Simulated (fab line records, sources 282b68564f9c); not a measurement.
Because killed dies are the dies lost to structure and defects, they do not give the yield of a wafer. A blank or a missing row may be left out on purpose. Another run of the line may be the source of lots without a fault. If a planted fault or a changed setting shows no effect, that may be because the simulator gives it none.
The same fault as seen by 2 desks ; flow rit-cmos ; each desk holds nothing but its own numbers, with what lay behind them at the end

## DESK OF THE TOOL OWNER: lpcvd-01
The tool's own readings at RIT_SPACER_CVD_03 (deposits Si3N4 from SiH2Cl2/NH3, target thk 250 nm, time 3300 s): means of the sampled wafers that have a number, for each lot that ran on this tool. Any lot whose mean is over 4 standard deviations away from the usual mean is out of limits and marked OUT; that distance is given in the brackets.
Columns: A = spike-tc-centre-C at RIT_SPACER_CVD_03, usual 812.8 C
lot;first seen here;A
L375;day 3 18:28;812.8
L377;day 4 00:16;813.6
L378;day 4 02:47;813.4
L379;day 4 10:52;811.5
L383;day 4 23:52;810.9
L395;day 7 10:02;813.5
L397;day 7 19:04;810.5
Finding of this desk: none of the 7 lots has anything out of limits.

## AT THE METROLOGY DESK
What the gauges read for every lot (on any tool): the sampled wafers with a number, averaged. Any lot whose mean is over 4 standard deviations away from the usual mean is out of limits and marked OUT; that distance is given in the brackets.
Columns: A = NWELL_OVL at RIT_NWELL_OVL_MEAS_06, usual 0.5 nm; B = NLDD_OVL at RIT_NLDD_OVL_MEAS_06, usual 1.5 nm; C = SPACER_NITRIDE_THK at RIT_SPACER_THK_MEAS_04, usual 249.9 nm
lot;first seen here;A;B;C
L376;day 2 08:06;0.2;1.7;252.3
L375;day 2 08:21;-1.0;1.2;248.4
L377;day 2 18:30;-0.2;2.1;249.1
L378;day 2 22:58;1.1;2.7;251.4
L379;day 3 05:35;1.5;2.0;324.2 (+31) OUT
L380;day 3 12:16;2.4;2.7;253.3
L381;day 3 15:55;0.2;3.7;250.4
L383;day 3 21:16;-1.6;1.7;324.3 (+31) OUT
L386;day 4 11:27;1.1;0.7;250.7
L389;day 5 00:29;0.2;1.8;248.7
L392;day 5 15:29;0.6;0.5;250.4
L395;day 6 07:54;1.1;2.2;248.9
L396;day 6 12:07;1.0;1.4;249.8
L397;day 6 18:01;0.3;0.5;249.4
Per this desk, out of limits: L379, L383; the first was L379, day 4 12:49 (SPACER_NITRIDE_THK at RIT_SPACER_THK_MEAS_04). L376, L375, L377, L378, L380, L381, L386, L389, L392, L395, L396, L397: within limits.

## PUT TOGETHER
On L379, L383, the metrology desk was in a position to raise an alarm at day 4 12:49.
The desk of the tool owner found nothing out of limits.
Tool owner's desk: L379, L383 on record, inside its limits.
All the named lots went through RIT_SPACER_CVD_03 on lpcvd-01.

## WHAT THE SIMULATOR HAD PUT IN
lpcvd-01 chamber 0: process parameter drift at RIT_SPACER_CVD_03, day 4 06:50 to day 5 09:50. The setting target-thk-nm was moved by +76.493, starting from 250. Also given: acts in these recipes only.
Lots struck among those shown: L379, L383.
Time in hours between the start of the fault and the first out-of-limits reading at each desk: metrology desk, 6.
